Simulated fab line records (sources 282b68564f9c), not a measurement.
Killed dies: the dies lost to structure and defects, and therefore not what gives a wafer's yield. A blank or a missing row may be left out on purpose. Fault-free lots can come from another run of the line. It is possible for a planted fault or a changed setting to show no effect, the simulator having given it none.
fab line records -- flow ritCmos
record lots=7, wafers=21, lastDay=7
route steps=202 shown NRETRO@60 PRETRO@64 GATE@75 M1@202
lots that met no fault: taken from a fault-free run of the same line
startH: hours from the record's first day to the start of the lot's first wafer shown -- waitH: time in hours since the lot's previous step -- " repeats the value in the row above -- L1.1+2: one row covering several wafers at once -- - no value, or no start given -- * or withheld: withheld -- < > ~ a bound
route shown NAME@n: a module of which the file shows steps, and the number in the route of the first -- usual: average and standard deviation across the fault-free wafers -- same: alike in all rows -- chamber/n: place in a boat -- sites: the reading at each site -- _std_site: how widely they spread, as a standard deviation -- _edge_site: inner sites' mean taken away from outer sites' mean -- radiusMm: for every site, how far away it sits from the centre of the wafer -- mask NAME#n: copy n -- behind: the last tool/chamber to shape the wafer -- hold: what put the lot on hold/how long, in hours/how the hold closed -- device: whichever transistor did not switch (one of n, p or np) -- end of line: tests run on the same wafers once the route is complete -- a step given without rows: its recipe and nothing more -- killed: dies that structure and defects cost at the first sort, which is not the same as the wafer's yield -- map: per-die view of a wafer (x killed, . not killed, _ where there is no die)
set.NAME: the run value of the setting; set.NAME@STEP: its run value at that earlier step -- model.NAME: the simulator's own value behind a step, which no gauge read
certain route steps with their lots: each step a table, each wafer a row
services: a tool's chamber out of use, with start hour (startH, from the record's first day; less than 0 if before it), hours out, and reason
## steps
# step RIT_NRETRO_HARDBAKE_07
# recipe resist=NOVOLAK, tempC=140, timeS=120
# step RIT_NRETRO_IMPLANT_08
# recipe species=P, energyKev=70, doseCm2=1e+13, tiltDeg=7
# step RIT_NRETRO_STRIP_09
# recipe chemistry=O2, timeS=180, resist=NOVOLAK, platenTempC=withheld, powerW=500, pressureMtorr=4000, o2FlowSccm=4000
# usual drypumpMotorCurrentA=5.6/0.3
lot.wafer,tool,chamber,startH,waitH,drypumpMotorCurrentA,rfHoursCounterH
L143.1,plasmaAsher-03,1,42.74,0.1,5.2,39
L143.4,plasmaAsher-03,1,42.74,0.1,5.2,-
L143.6,plasmaAsher-03,0,42.74,0.1,5.3,-
L151.1,plasmaAsher-03,1,82.46,0.1,5.2,44
L151.2,plasmaAsher-03,0,82.46,0.1,5.3,44
L151.3,plasmaAsher-03,0,82.46,0.1,5.3,-
L152.1,plasmaAsher-04,0,87.49,0.1,5.9,43
L152.3,plasmaAsher-04,0,87.49,0.1,5.9,-
L152.6,plasmaAsher-04,0,87.49,0.1,5.9,-
L153.2,plasmaAsher-04,1,91.37,0.1,5.8,43
L153.3,plasmaAsher-04,0,91.37,0.1,5.9,-
L153.6,plasmaAsher-04,0,91.37,0.1,5.9,-
L157.3,plasmaAsher-04,1,111.61,0.1,5.8,-
L157.5,plasmaAsher-04,0,111.61,0.1,5.8,-
L157.6,plasmaAsher-04,1,111.61,0.1,5.8,-
L159.4,plasmaAsher-02,0,122.82,0.1,5.7,-
L159.5,plasmaAsher-02,0,122.82,0.1,5.7,-
L159.6,plasmaAsher-02,1,122.82,0.1,6.0,-
L164.1,plasmaAsher-02,0,147.62,0.1,5.6,49
L164.3,plasmaAsher-02,0,147.62,0.1,5.7,-
L164.4,plasmaAsher-02,1,147.62,0.1,6.0,-
# step RIT_NRETRO_TW_MEAS_10
# usual NRETRO_TW=1046/4.2
lot.wafer,tool,chamber,startH,waitH,NRETRO_TW
L143.1,filmMetro-02,-,42.91,0.1,1037
L143.4,filmMetro-02,-,42.91,0.1,1033
L143.6,filmMetro-02,-,42.91,0.1,1033
L151.1,filmMetro-03,-,82.64,0.1,1043
L151.2,filmMetro-03,-,82.64,0.1,1047
L151.3,filmMetro-03,-,82.64,0.1,1048
L152.1,filmMetro-04,-,87.67,0.1,1046
L152.3,filmMetro-04,-,87.67,0.1,1045
L152.6,filmMetro-04,-,87.67,0.1,1043
L153.2,filmMetro-03,-,91.56,0.1,1047
L153.3,filmMetro-03,-,91.56,0.1,1052
L153.6,filmMetro-03,-,91.56,0.1,1048
L157.3,filmMetro-03,-,111.75,0.1,1043
L157.5,filmMetro-03,-,111.75,0.1,1048
L157.6,filmMetro-03,-,111.75,0.1,1043
L159.4,filmMetro-02,-,122.97,0.1,1051
L159.5,filmMetro-02,-,122.97,0.1,1048
L159.6,filmMetro-02,-,122.97,0.1,1052
L164.1,filmMetro-02,-,147.79,0.1,1040
L164.3,filmMetro-02,-,147.79,0.1,1035
L164.4,filmMetro-02,-,147.79,0.1,1040
# step RIT_PRETRO_HMDS_00
# recipe primeTimeS=60, primeTempC=140
# step RIT_PRETRO_COAT_01
# recipe resist=NOVOLAK, spinRpm=2000, resistThkNm=1300
# step RIT_PRETRO_SOFTBAKE_02
# recipe resist=NOVOLAK, tempC=90, timeS=60
# step RIT_PRETRO_EXPOSE_03
# recipe maskId=M5, na=0.57, targetCdNm=43700, doseMj=250
# step RIT_PRETRO_PEB_04
# recipe resist=NOVOLAK, tempC=withheld, timeS=withheld
# step RIT_PRETRO_DEVELOP_05
# recipe resist=NOVOLAK, developTimeS=68, devTempC=23
# step RIT_PRETRO_OVL_MEAS_06
# usual PRETRO_OVL=-1.8/1.2
lot.wafer,tool,chamber,startH,waitH,PRETRO_OVL[nm]
L143.1,overlay-01,-,43.98,-,-0.6
L143.4,overlay-01,-,43.98,-,0.3
L143.6,overlay-01,-,43.98,-,-1.3
L151.1,overlay-02,-,83.70,-,-0.9
L151.2,overlay-02,-,83.70,-,0.3
L151.3,overlay-02,-,83.70,-,-1.6
L152.1,overlay-01,-,88.73,-,0.3
L152.3,overlay-01,-,88.73,-,-1.0
L152.6,overlay-01,-,88.73,-,-0.8
L153.2,overlay-01,-,92.56,-,-1.8
L153.3,overlay-01,-,92.56,-,-2.5
L153.6,overlay-01,-,92.56,-,0.2
L157.3,overlay-02,-,112.81,-,-2.8
L157.5,overlay-02,-,112.81,-,-2.1
L157.6,overlay-02,-,112.81,-,-4.0
L159.4,overlay-01,-,123.89,-,-1.0
L159.5,overlay-01,-,123.89,-,-0.6
L159.6,overlay-01,-,123.89,-,-1.8
L164.1,overlay-02,-,148.73,-,-3.9
L164.3,overlay-02,-,148.73,-,-1.4
L164.4,overlay-02,-,148.73,-,-2.3
# step RIT_PRETRO_HARDBAKE_07
# recipe resist=NOVOLAK, tempC=140, timeS=120
# step RIT_PRETRO_IMPLANT_08
# recipe species=B, energyKev=45, doseCm2=1.2e+13, tiltDeg=7
# usual beamEnergyKeV=44.999/0.012, endStationPressureTorr=5.02e-06/2.7e-07
lot.wafer,tool,chamber,startH,waitH,beamEnergyKeV,endStationPressureTorr,model.implant.rpNm,model.implant.drpNm
L143.1,implanter-04,0,44.26,0.2,45.004,4.85e-06,146.9,55.07
L143.4,implanter-04,0,44.26,0.2,44.987,4.62e-06,146.9,55.07
L143.6,implanter-04,0,44.26,0.2,45.001,5.14e-06,146.9,55.07
L151.1,implanter-01,0,84.02,0.2,45.006,4.99e-06,141.8,55.07
L151.2,implanter-01,0,84.02,0.2,44.998,5.3e-06,141.8,55.07
L151.3,implanter-01,0,84.02,0.2,44.995,4.95e-06,141.8,55.07
L152.1,implanter-01,0,89.02,0.2,34.870,5.03e-06,114.6,47.4
L152.3,implanter-01,0,89.02,0.2,34.866,5.15e-06,114.6,47.4
L152.6,implanter-01,0,89.02,0.2,34.866,4.78e-06,114.6,47.4
L153.2,implanter-01,0,92.87,0.2,34.857,5.09e-06,115,47.4
L153.3,implanter-01,0,92.87,0.2,34.870,4.92e-06,115,47.4
L153.6,implanter-01,0,92.87,0.2,34.871,5.45e-06,115,47.4
L157.3,implanter-01,0,113.13,0.2,34.857,4.92e-06,109.4,47.4
L157.5,implanter-01,0,113.13,0.2,34.855,5.23e-06,109.4,47.4
L157.6,implanter-01,0,113.13,0.2,34.860,4.71e-06,109.4,47.4
L159.4,implanter-04,0,124.24,0.2,45.024,5.07e-06,143.2,55.07
L159.5,implanter-04,0,124.24,0.2,44.984,4.82e-06,143.2,55.07
L159.6,implanter-04,0,124.24,0.2,44.985,5.07e-06,143.2,55.07
L164.1,implanter-04,0,149.02,0.2,44.983,4.88e-06,145.3,55.07
L164.3,implanter-04,0,149.02,0.2,44.976,5.05e-06,145.3,55.07
L164.4,implanter-04,0,149.02,0.2,45.004,4.82e-06,145.3,55.07
# step RIT_PRETRO_STRIP_09
# recipe chemistry=O2, timeS=180, resist=NOVOLAK, platenTempC=withheld, powerW=500, pressureMtorr=4000, o2FlowSccm=4000
# usual drypumpMotorCurrentA=5.5/0.44
lot.wafer,tool,chamber,startH,waitH,drypumpMotorCurrentA,rfHoursCounterH
L143.1,plasmaAsher-03,1,44.41,0.1,5.2,39
L143.4,plasmaAsher-03,1,44.41,0.1,5.2,-
L143.6,plasmaAsher-03,0,44.41,0.1,5.3,-
L151.1,plasmaAsher-03,0,84.17,0.1,5.3,44
L151.2,plasmaAsher-03,1,84.17,0.1,5.2,44
L151.3,plasmaAsher-03,0,84.17,0.1,5.3,-
L152.1,plasmaAsher-01,0,89.17,0.1,4.8,31
L152.3,plasmaAsher-01,0,89.17,0.1,4.8,-
L152.6,plasmaAsher-01,0,89.17,0.1,4.8,-
L153.2,plasmaAsher-01,1,92.99,0.1,5.9,32
L153.3,plasmaAsher-01,0,92.99,0.1,4.8,-
L153.6,plasmaAsher-01,1,92.99,0.1,5.9,-
L157.3,plasmaAsher-01,0,113.29,0.1,4.8,-
L157.5,plasmaAsher-01,1,113.29,0.1,5.9,-
L157.6,plasmaAsher-01,0,113.29,0.1,4.8,-
L159.4,plasmaAsher-03,0,124.37,0.1,5.3,-
L159.5,plasmaAsher-03,1,124.37,0.1,5.2,-
L159.6,plasmaAsher-03,0,124.37,0.1,5.3,-
L164.1,plasmaAsher-03,1,149.17,0.1,5.2,3
L164.3,plasmaAsher-03,0,149.17,0.1,5.3,-
L164.4,plasmaAsher-03,1,149.17,0.1,5.2,-
# step RIT_PRETRO_TW_MEAS_10
# usual PRETRO_TW=475/4
lot.wafer,tool,chamber,startH,waitH,PRETRO_TW
L143.1,filmMetro-03,-,44.59,0.1,474
L143.4,filmMetro-03,-,44.59,0.1,474
L143.6,filmMetro-03,-,44.59,0.1,475
L151.1,filmMetro-03,-,84.35,0.1,472
L151.2,filmMetro-03,-,84.35,0.1,474
L151.3,filmMetro-03,-,84.35,0.1,473
L152.1,filmMetro-03,-,89.34,0.1,453
L152.3,filmMetro-03,-,89.34,0.1,455
L152.6,filmMetro-03,-,89.34,0.1,454
L153.2,filmMetro-04,-,93.18,0.1,452
L153.3,filmMetro-04,-,93.18,0.1,454
L153.6,filmMetro-04,-,93.18,0.1,455
L157.3,filmMetro-01,-,113.43,0.1,465
L157.5,filmMetro-01,-,113.43,0.1,464
L157.6,filmMetro-01,-,113.43,0.1,462
L159.4,filmMetro-01,-,124.52,0.1,483
L159.5,filmMetro-01,-,124.52,0.1,480
L159.6,filmMetro-01,-,124.52,0.1,477
L164.1,filmMetro-03,-,149.34,0.1,474
L164.3,filmMetro-03,-,149.34,0.1,475
L164.4,filmMetro-03,-,149.34,0.1,475
# step RIT_GATE_WET_ETCH_00
# recipe chemistry=BOE, target=SiO2, targetDepthNm=56, timeS=62.62, dry=n2Spin, dilution=10:1, tempC=21.5
# step RIT_M1_PROBE_99
# usual killedAtContacts=0.1/0.3, killedAtFrontEnd=6.7/2.6, killedDies=6.8/2.6, killedOpen=3.3/1.7, killedShort=3.4/2
# same grossDies=264, killed_at_M0_to_M3=0, killed_at_M4_up=0, killedAtBackSide=0, killedAtOther=0
lot.wafer,tool,chamber,startH,waitH,killedAtContacts,killedAtFrontEnd,killedDies,killedOpen,killedShort,model.etest.nmos_0p3.rOnOhmUm,model.etest.nmosTurned.driveUaUm,model.etest.nmos_0p15.driveUaUm,model.etest.nmosNarrow.driveUaUm,model.etest.nmos_0p3.driveUaUm,model.etest.nmos_0p15.swingMvDec,model.etest.retroEdgeNmos.offLog10AUm,model.etest.nmos_0p15.offLog10AUm
L143.1,prober-01,-,73.32,0.1,0,8,8,4,4,2115,335.7,481.1,231.5,227.6,86.06,-9.702,-9.903
L143.4,prober-01,-,73.47,0.2,1,11,12,7,5,2120,340.9,478.7,235.7,232.2,85.72,-9.966,-10.07
L143.6,prober-01,-,73.57,0.2,0,6,6,3,3,2117,334.6,481.1,234.4,232.9,85.65,-9.726,-9.916
L151.1,prober-01,-,113.66,0.1,0,2,2,0,2,2191,308.9,431,212.6,212,85.87,-10.63,-10.8
L151.2,prober-01,-,113.71,0.1,1,6,7,3,4,2206,306.1,427.9,214.2,213.7,85.76,-10.78,-10.85
L151.3,prober-01,-,113.76,0.2,0,7,7,4,3,2241,309.9,437.5,214.8,213.2,85.98,-10.45,-10.72
L152.1,prober-01,-,119.31,0.1,0,6,6,5,1,2337,282.2,433.7,196.6,193.2,87.74,-10.6,-10.84
L152.3,prober-01,-,119.41,0.2,0,12,12,6,6,2372,282.8,431,201.5,197.5,87.26,-10.39,-10.65
L152.6,prober-01,-,119.56,0.2,0,6,6,2,4,2354,273.5,420.7,193.7,192.5,87.1,-10.85,-11.09
L153.2,prober-01,-,121.74,0.1,0,2,2,1,1,2328,286.4,427.9,206.8,200.5,86.39,-10.88,-10.95
L153.3,prober-01,-,121.79,0.2,0,6,6,3,3,2269,283.2,425.8,208.5,202.5,86.03,-11.18,-11.24
L153.6,prober-01,-,121.94,0.2,0,5,5,3,2,2243,296.1,441.5,213.4,207.9,85.97,-10.67,-10.9
L157.3,prober-01,-,139.73,0.2,0,8,8,4,4,2283,302.5,428.1,207.9,200.5,86.54,-11.2,-11.27
L157.5,prober-01,-,139.83,0.2,0,7,7,3,4,2283,291,426.7,202.5,200.3,86.38,-11.18,-11.5
L157.6,prober-01,-,139.88,0.2,0,4,4,2,2,2288,297.2,429.1,200.8,197.3,86.63,-11.23,-11.29
L159.4,prober-01,-,151.87,0.2,1,6,7,2,5,2147,337.1,478.7,231.8,227.4,86.29,-9.567,-9.758
L159.5,prober-01,-,151.92,0.2,0,6,6,4,2,2132,334.8,476.7,235.8,226.4,85.97,-9.897,-10
L159.6,prober-01,-,151.97,0.2,0,6,6,4,2,2129,337.5,483,234.3,230,86.3,-9.633,-9.701
L164.1,prober-02,-,174.34,0.1,0,4,4,1,3,2169,322.8,462.6,228.3,224.9,85.61,-10.17,-10.24
L164.3,prober-02,-,174.44,0.2,0,4,4,2,2,2145,325.1,475.2,231.2,229.5,85.59,-9.729,-10.01
L164.4,prober-02,-,174.49,0.2,0,5,5,2,3,2150,329.1,476.4,228.1,225.7,86.12,-9.819,-9.98
# killed by level:class
L143.1 GATE:geometricParticle:short=2 FOX1:geometricParticle:open=1 FOX1:geometricParticle:short=1 GATE:geometricParticle:open=1 REOX:geometricParticle:short=1 REOX:geometricParticle:open=1 SILICIDE:geometricParticle:open=1
L143.4 GATE:geometricParticle:short=3 GATE:geometricParticle:open=3 FOX2:geometricParticle:open=1 REOX:geometricParticle:open=1 REOX:geometricParticle:short=1 SPACER:geometricParticle:open=1 SILICIDE:geometricParticle:short=1 CONTACT:geometricParticle:open=1
L143.6 FOX1:geometricParticle:open=2 FOX1:geometricParticle:short=2 GATE:geometricParticle:short=1 GATE:geometricParticle:open=1
L151.1 FOX1:geometricParticle:short=2
L151.2 FOX1:geometricParticle:short=1 GATE:geometricParticle:open=1 GATE:geometricParticle:short=1 REOX:geometricParticle:short=1 REOX:geometricParticle:open=1 SPACER:geometricParticle:short=1 CONTACT:geometricParticle:open=1
L151.3 GATE:geometricParticle:open=3 GATE:geometricParticle:short=1 REOX:geometricParticle:short=1 SPACER:geometricParticle:open=1 SPACER:geometricParticle:short=1
L152.1 GATE:geometricParticle:open=2 SILICIDE:geometricParticle:open=2 GATE:geometricParticle:short=1 REOX:geometricParticle:open=1
L152.3 GATE:geometricParticle:open=4 GATE:geometricParticle:short=3 SILICIDE:geometricParticle:open=2 SILICIDE:geometricParticle:short=2 REOX:geometricParticle:short=1
L152.6 FOX2:geometricParticle:short=2 FOX1:geometricParticle:short=1 GATE:geometricParticle:open=1 REOX:geometricParticle:short=1 SILICIDE:geometricParticle:open=1
L153.2 SPACER:geometricParticle:open=1 SILICIDE:geometricParticle:short=1
L153.3 GATE:geometricParticle:open=3 GATE:geometricParticle:short=2 REOX:geometricParticle:short=1
L153.6 GATE:geometricParticle:short=2 GATE:geometricParticle:open=1 REOX:geometricParticle:open=1 SPACER:geometricParticle:open=1
L157.3 GATE:geometricParticle:short=3 REOX:geometricParticle:open=2 FOX2:geometricParticle:short=1 GATE:geometricParticle:open=1 SPACER:geometricParticle:open=1
L157.5 GATE:geometricParticle:short=2 SPACER:geometricParticle:open=2 FOX1:geometricParticle:short=1 GATE:geometricParticle:open=1 REOX:geometricParticle:short=1
L157.6 FOX1:geometricParticle:open=2 FOX2:geometricParticle:short=1 GATE:geometricParticle:short=1
L159.4 GATE:geometricParticle:short=3 FOX1:geometricParticle:open=1 FOX2:geometricParticle:short=1 GATE:geometricParticle:open=1 CONTACT:geometricParticle:short=1
L159.5 FOX1:geometricParticle:open=2 FOX1:geometricParticle:short=1 GATE:geometricParticle:open=1 GATE:geometricParticle:short=1 SPACER:geometricParticle:open=1
L159.6 SPACER:geometricParticle:open=2 FOX2:geometricParticle:short=1 GATE:geometricParticle:open=1 REOX:geometricParticle:open=1 SILICIDE:geometricParticle:short=1
L164.1 FOX1:geometricParticle:short=1 REOX:geometricParticle:short=1 REOX:geometricParticle:open=1 SILICIDE:geometricParticle:short=1
L164.3 REOX:geometricParticle:open=2 GATE:geometricParticle:short=1 REOX:geometricParticle:short=1
L164.4 FOX1:geometricParticle:short=2 GATE:geometricParticle:short=1 REOX:geometricParticle:open=1 SPACER:geometricParticle:open=1
## services
tool,chamber,startH,hours,kind
plasmaAsher-04,-,62.96,15.9,pm
plasmaAsher-02,-,67.06,1.2,repair
implanter-04,-,90.52,2.5,repair
implanter-04,-,102.93,3.4,repair
plasmaAsher-03,-,107.08,5.2,repair
plasmaAsher-03,-,112.27,9.0,pm
plasmaAsher-03,0,112.27,9.0,ventCycle
plasmaAsher-03,1,112.27,9.0,ventCycle
plasmaAsher-03,0,121.27,-,clean
plasmaAsher-03,1,121.27,-,clean
## key
firstSign step=RIT_PRETRO_IMPLANT_08, reading=beamEnergyKeV, direction=down, sigmas=99+, usual=44.999, struck=34.864
effect step=RIT_PRETRO_TW_MEAS_10, reading=PRETRO_TW, direction=down, sigmas=4.6, usual=475, struck=457
modelEffect step=RIT_PRETRO_IMPLANT_08, value=implant.rpNm, without=144.2, struck=113
modelEffect step=RIT_M1_PROBE_99, value=etest.nmos_0p3.rOnOhmUm, without=2151, struck=2306
metAt RIT_PRETRO_IMPLANT_08
struckWafers L152.1,L152.3,L152.6,L153.2,L153.3,L153.6,L157.3,L157.5,L157.6
testerLeftOut L152,L153,L157
loopTrim step=RIT_M1_EXPOSE_06, setting=dose, lots=L153,L157
onsetBetween 84.02 89.02
fault kind=processParameterDrift, tool=implanter-01, chamber=-, onsetH=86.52, steps=RIT_PRETRO_IMPLANT_08, channel=energyKev, offset=-10.137, shape=step, endH=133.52, actsIn=theseRecipesOnly, stated=45
# testerLeftOut: of these lots the tester's yield and bins aren't shown, on N5 and GAA mostly nor the transistor test; their killed dies are dies lost to structure and defects alone, not to doping, threshold or leakage, so they don't give the yield
# loopTrim: a control loop set the setting to another value than it would have without faults
